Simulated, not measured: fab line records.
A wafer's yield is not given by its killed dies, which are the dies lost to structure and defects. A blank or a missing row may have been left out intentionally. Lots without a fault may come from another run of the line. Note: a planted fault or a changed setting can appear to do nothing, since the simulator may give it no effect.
8D (eight disciplines) problem report, filled in by code ; flow berkeley_cmos170 ; the parts of the form that need people (team, actions taken, sign-off) are left out

== 1. PROBLEM STATEMENT ==
M1_AL_RS at UCB170_M1_RS_MEAS_01 reads a mean of 0.0649 ohm/sq on 6 wafers of 2 lots; wafers without a fault read 0.0486 ohm/sq with a standard deviation of 0.00063. Measured from the usual mean, that is +26 standard deviations.
The step: measures by four-point-probe.
First observed at day 12 03:10: wafer L606.2, on film_metro-04. At this step, 42 wafers from 14 lots have a number in the record. Rule for "out" (also "out of limits"): further than 4 standard deviations from the usual mean. The rest of the wafers with a number are treated as sound.

== 2. WHAT IT IS, AND WHAT IT ISN'T ==
question;is;is not
which readings at this step;M1_AL_RS;-
which lots;L606, L610;L589, L590, L591, L593, L594, L595, L596, L597, L599, L601, L602, L603
which wafers of those lots;all that have a number;-
read on which gauges;film_metro-03, film_metro-04;film_metro-01
when;from day 12 03:10;up to then (36 sound wafers)

== 3. THE SUSPECTS, EACH WITH WHAT RULES IT OUT ==
Counting: a tool at a process step up to the reading stays a suspect if it ran every lot that is out and no sound lot after the first of them.
- the gauge at UCB170_M1_RS_MEAS_01: ruled out. 2 gauges (film_metro-03, film_metro-04) read the wafers that are out.
- pvd_sputter-02 at UCB170_M1_SPUTTER_00 (material Al, target thk 600 nm, time 80 s): kept. It ran every lot that is out, first L606 (day 12 03:05), and no sound lot after that; its last sound lot up to then is L602 (day 10 17:53).
After counting, what remains is pvd_sputter-02 at UCB170_M1_SPUTTER_00.

== 4. THE CAUSE (what the simulator had put in) ==
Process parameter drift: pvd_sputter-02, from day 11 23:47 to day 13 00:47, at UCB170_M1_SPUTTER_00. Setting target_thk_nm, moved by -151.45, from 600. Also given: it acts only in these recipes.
Counting left only this tool.

== 5. SEQUENCE OF EFFECTS, ordered by route ==
Each row: a reading where the mean over the struck wafers with a number is more than 3 standard deviations away from the usual. Readings are gone through only where the record gives a usual standard deviation; hours: the median, over the lots, of the time from a lot's start at the first step in this table giving one to that lot's start at this step; sigmas: the change measured in usual standard deviations.
hours;step;reading;usual;on struck wafers;change;sigmas
0;UCB170_M1_RS_MEAS_01;M1_AL_RS;0.0486 ohm/sq;0.0649;+0.0163;+26
0;UCB170_M1_THK_MEAS_02;M1_AL_THK;585 nm;441;-144;-19
2;UCB170_M1_METAL_ETCH_12;oes_product_au;0.856 a.u.;0.749;-0.107;-6.3
Here are the process steps it includes:
- UCB170_M1_METAL_ETCH_12: etches Al in Cl2/BCl3, stops on PSG, target depth 780 nm, time 130 s.
Later measuring or inspecting steps at which every struck wafer that the step has a row for has a number for every such reading, and none has moved that far: UCB170_M1_OVL_MEAS_10.

== 6. WHAT WOULD HAVE CAUGHT IT SOONER ==
In this record the first reading out of limits at a measuring or inspecting step was taken at day 12 03:10, 3 hours after the fault began at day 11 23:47.
Tool readings at UCB170_M1_SPUTTER_00 with a usual standard deviation given in the record: none out on any struck wafer, hence no alarm at a limit of 4 standard deviations on them.
Lots out: 2; of these, L610 started UCB170_M1_SPUTTER_00 on pvd_sputter-02 after day 12 03:10. It would have been spared by a hold on the tool at that moment.
